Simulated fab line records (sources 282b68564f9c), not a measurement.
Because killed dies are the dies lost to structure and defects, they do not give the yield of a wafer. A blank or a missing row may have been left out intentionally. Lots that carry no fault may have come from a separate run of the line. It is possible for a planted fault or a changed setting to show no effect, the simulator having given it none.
Which of the tools did it?	flow ritCmos	14 lots with 42 wafers sampled at 2 steps, on a route of 202 steps

WHAT THE GAUGES READ, wafer by wafer
RIT_WELLDRIVE_RS_MEAS_02: measurement is done with a four-point probe.
lot	measured	on	PWELL_RS (ohm/sq)
L292	day 2 06:29	filmMetro-01	428.4 428.2 428.1
L293	day 2 11:28	filmMetro-02	430.0 429.2 429.3
L294	day 2 14:09	filmMetro-02	428.3 428.1 428.8
L296	day 3 01:40	filmMetro-04	428.0 427.8 429.2
L297	day 3 09:55	filmMetro-02	428.2 428.4 429.3
L298	day 3 14:16	filmMetro-01	430.1 431.0 432.0
L299	day 3 16:58	filmMetro-01	428.7 429.5 428.3
L300	day 3 21:45	filmMetro-02	428.3 428.7 429.7
L301	day 4 04:05	filmMetro-01	426.4 426.9 427.6
L302	day 4 09:22	filmMetro-02	427.3 427.7 427.4
L303	day 4 14:26	filmMetro-04	435.8 436.7 436.0 435.7 436.5 435.0
L304	day 4 17:58	filmMetro-01	435.2 435.6 436.9 435.4 435.6 436.0
L313	day 6 13:47	filmMetro-04	429.4 428.9 429.5
L315	day 7 03:43	filmMetro-01	430.2 430.0 431.2

WHAT TOOL EACH LOT RAN ON (gives the tool, then ch and the chambers of the sampled wafers, and finally the start)
lot	RIT_PWELL_IMPLANT_08
L292	implanter-03 ch 0, day 1 23:54
L293	implanter-03 ch 0, day 2 05:19
L294	implanter-03 ch 0, day 2 08:32
L296	implanter-02 ch 0, day 2 19:52
L297	implanter-03 ch 0, day 3 04:20
L298	implanter-02 ch 0, day 3 07:29
L299	implanter-02 ch 0, day 3 11:19
L300	implanter-01 ch 0, day 3 14:55
L301	implanter-03 ch 0, day 3 21:56
L302	implanter-03 ch 0, day 4 02:44
L303	implanter-03 ch 0, day 4 07:56
L304	implanter-03 ch 0, day 4 12:23
L313	implanter-02 ch 0, day 6 08:12
L315	implanter-02 ch 0, day 6 21:06
- RIT_PWELL_IMPLANT_08

AS READ BY THE TOOLS THEMSELVES (means over the sampled wafers that have a number; for cases with no such wafer, the mark the record gives instead)
The record holds no such reading with a usual standard deviation.

THE ANSWER, worked out from the rows above alone
Rule: usual is defined by the lots themselves. Put in order of their means at a reading, lots are off if they are a third of the lots or fewer, leave a main group of 4 or more, and stand apart from it by a gap of 3 or more times the standard deviation of the main group's means; of several such gaps the widest counts. If all means in a main group match to the digits the tables above print for the reading, that group is not used. Also off: a lot with no number at a reading for which 4 or more lots have one. Where the step has rows for the other lots, those lots are counted as sound. Order of review: gauges by route order, followed by the tools' own readings, for which a lot's mean as printed above is used. At the first step where some lot is off, the reading lying furthest off is the one used; lots without a number count as furthest.
Off: L303, L304, seen at RIT_WELLDRIVE_RS_MEAS_02 (PWELL_RS). Main group: mean 428.8 ohm/sq, sd 1.1.
A tool fits if, at a process step before that reading, it ran every lot that is off, and no sound lot after the first of them. Those tools and the gauges at RIT_WELLDRIVE_RS_MEAS_02 are tried in the same way. One fits: implanter-03 at RIT_PWELL_IMPLANT_08. Its last sound lot is L302 (day 4 02:44), its first lot that is off L303 (day 4 07:56): a fault that began between those two fits.

WHAT WAS PUT IN BY THE SIMULATOR
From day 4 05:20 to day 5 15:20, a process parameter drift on implanter-03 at RIT_PWELL_IMPLANT_08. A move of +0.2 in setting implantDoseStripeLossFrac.
Struck lots among those shown: L303, L304. This agrees with what the rule above found.
